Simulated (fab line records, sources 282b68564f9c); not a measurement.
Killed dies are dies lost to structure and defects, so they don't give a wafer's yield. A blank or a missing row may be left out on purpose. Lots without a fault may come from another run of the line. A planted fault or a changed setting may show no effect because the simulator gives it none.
A struck lot beside a sound one | flow rit_cmos | 44 steps out of a route of 202
Sound: wafers L271.1, L271.2, L271.6. Struck: wafers L278.2, L278.3, L278.6. The cause comes at the end.
At each step with rows: each side's tool, then ch and its chambers, then its first start. Under that, the readings that differ: sound wafers | struck wafers | difference of the means | sigmas: that difference in standard deviations of wafers without a fault.
alike: readings whose means differ by less than 2 such deviations, and words and numbers that are the same on both sides. not compared: withheld readings, readings that some wafer has no value for, bounds like >300 that may hide the same value, and numbers for which the record gives no deviation and whose values overlap.
The two part at a step that has a row with sigmas, a row that says differs or no value, or rows on one side only. Numbers that don't overlap but have no deviation are shown without sigmas and don't part them. A reading that every wafer of one side lacks parts them only if that side has two wafers or more.

first, 3 steps without rows for these wafers: RIT_REOX_CLEAN_01 (cleans in dHF, time 30 s); RIT_REOX_CLEAN_02 (cleans in SC2, time 600 s); RIT_REOX_OXIDATION_03 (target thk 25.2 nm, ox time 5580 s).
RIT_REOX_THK_MEAS_04:
  sound on film_metro-04, day 4 02:49; struck on film_metro-03, day 5 14:28
  alike: REOX_OXIDE_THK
then, 6 steps without rows for these wafers: RIT_NLDD_HMDS_00 (prime time 60 s); RIT_NLDD_COAT_01 (resist thk 1000 nm); RIT_NLDD_SOFTBAKE_02 (time 60 s); RIT_NLDD_EXPOSE_03 (exposes mask M7, target cd 40700 nm); RIT_NLDD_PEB_04; RIT_NLDD_DEVELOP_05 (develop time 50 s).
RIT_NLDD_OVL_MEAS_06:
  sound on overlay-01, day 4 03:50; struck on overlay-01, day 5 15:31
  alike: NLDD_OVL
then, 1 step without rows for these wafers: RIT_NLDD_HARDBAKE_07 (time 60 s).
RIT_NLDD_IMPLANT_08:
  sound on implanter-01 ch 0, day 4 04:02; struck on implanter-02 ch 0, day 5 15:44
  reading                          | sound                         | struck                      | difference | sigmas
  dose_ions_cm2                    | 4.995e+14 4.999e+14 5.004e+14 | 1.002e+14 9.91e+13 9.96e+13 | -4.003e+14 | -99 or more
  end_station_pressure_torr (Torr) | 6.4e-06 6.1e-06 6.8e-06       | 5.8e-06 5.4e-06 5.2e-06     | -9.7e-07   | -3
  faraday_current_uA               | 1615 1541 1549                | 316 329 316                 | -1248      | -42
RIT_NLDD_STRIP_09: strips in O2, time 180 s.
  sound on plasma_asher-01 ch 0,1, day 4 04:11; struck on plasma_asher-01 ch 0,1, day 5 15:51
  alike: drypump_motor_current_A
  not compared: rf_hours_counter_h
RIT_NLDD_TW_MEAS_10:
  sound on film_metro-02, day 4 04:22; struck on film_metro-02, day 5 16:02
  reading | sound          | struck         | difference | sigmas
  NLDD_TW | 2484 2496 2499 | 1560 1551 1555 | -938       | -23
then, 6 steps without rows for these wafers: RIT_PLDD_HMDS_00 (prime time 60 s); RIT_PLDD_COAT_01 (resist thk 1000 nm); RIT_PLDD_SOFTBAKE_02 (time 60 s); RIT_PLDD_EXPOSE_03 (exposes mask M8, target cd 40900 nm); RIT_PLDD_PEB_04; RIT_PLDD_DEVELOP_05 (develop time 50 s).
RIT_PLDD_OVL_MEAS_06:
  sound on overlay-01, day 4 05:23; struck on overlay-01, day 5 17:04
  alike: PLDD_OVL
then, 2 steps without rows for these wafers: RIT_PLDD_HARDBAKE_07 (time 60 s); RIT_PLDD_IMPLANT_08.
RIT_PLDD_STRIP_09: strips in O2, time 180 s.
  sound on plasma_asher-04 ch 0,1, day 4 05:44; struck on plasma_asher-02 ch 0,1, day 5 17:24
  alike: drypump_motor_current_A
  not compared: rf_hours_counter_h
RIT_PLDD_TW_MEAS_10:
  sound on film_metro-01, day 4 05:54; struck on film_metro-04, day 5 17:35
  reading | sound          | struck         | difference | sigmas
  PLDD_TW | 2292 2278 2281 | 2354 2357 2366 | +75        | +2
then, 4 steps without rows for these wafers: RIT_SPACER_CLEAN_00 (cleans in SC1, time 600 s); RIT_SPACER_CLEAN_01 (cleans in dHF, time 30 s); RIT_SPACER_CLEAN_02 (cleans in SC2, time 600 s); RIT_SPACER_CVD_03 (deposits Si3N4 from SiH2Cl2/NH3, target thk 250 nm, time 3300 s).
RIT_SPACER_THK_MEAS_04:
  sound on film_metro-03, day 4 08:17; struck on film_metro-01, day 5 19:56
  alike: SPACER_NITRIDE_THK
RIT_SPACER_ETCHBACK_05: etches Si3N4 in SF6/CHF3, stops on SiO2, target depth 250 nm, time 240 s.
  sound on rie_diel-04 ch 0,1,3, day 4 08:20; struck on rie_diel-03 ch 1,3, day 5 19:59
  alike: drypump_motor_current_A, oes_product_au, throttle_valve_pct
  not compared: rf_hours_counter_h
then, 6 steps without rows for these wafers: RIT_NSD_HMDS_00 (prime time 60 s); RIT_NSD_COAT_01 (resist thk 1000 nm); RIT_NSD_SOFTBAKE_02 (time 60 s); RIT_NSD_EXPOSE_03 (exposes mask M9, target cd 40700 nm); RIT_NSD_PEB_04; RIT_NSD_DEVELOP_05 (develop time 50 s).
RIT_NSD_OVL_MEAS_06:
  sound on overlay-02, day 4 09:28; struck on overlay-01, day 5 20:59
  alike: NSD_OVL
then, 2 steps without rows for these wafers: RIT_NSD_HARDBAKE_07 (time 60 s); RIT_NSD_IMPLANT_08.
RIT_NSD_STRIP_09: strips in O2, time 180 s.
  sound on plasma_asher-03 ch 0,1, day 4 09:48; struck on plasma_asher-03 ch 0, day 5 21:19
  alike: drypump_motor_current_A
  not compared: rf_hours_counter_h
RIT_SDANNEAL_RS_MEAS_07: measures by four-point-probe.
  sound on film_metro-04, day 4 12:17; struck on film_metro-01, day 6 00:04
  reading          | sound             | struck            | difference | sigmas
  NLDD_RS (ohm/sq) | 152.5 153.0 152.4 | 514.8 517.7 518.7 | +364.4     | +99 or more
RIT_M1_PROBE_99:
  the record has rows for the struck wafers here (prober-01, day 6 07:22) and none for the sound ones

WHERE THEY PART
First at RIT_NLDD_IMPLANT_08; last, within this record, at RIT_M1_PROBE_99.

WHY: what the simulator had put in
Process parameter drift: implanter-02, from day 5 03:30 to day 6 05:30, at RIT_NLDD_IMPLANT_08. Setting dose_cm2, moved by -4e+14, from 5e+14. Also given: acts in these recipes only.
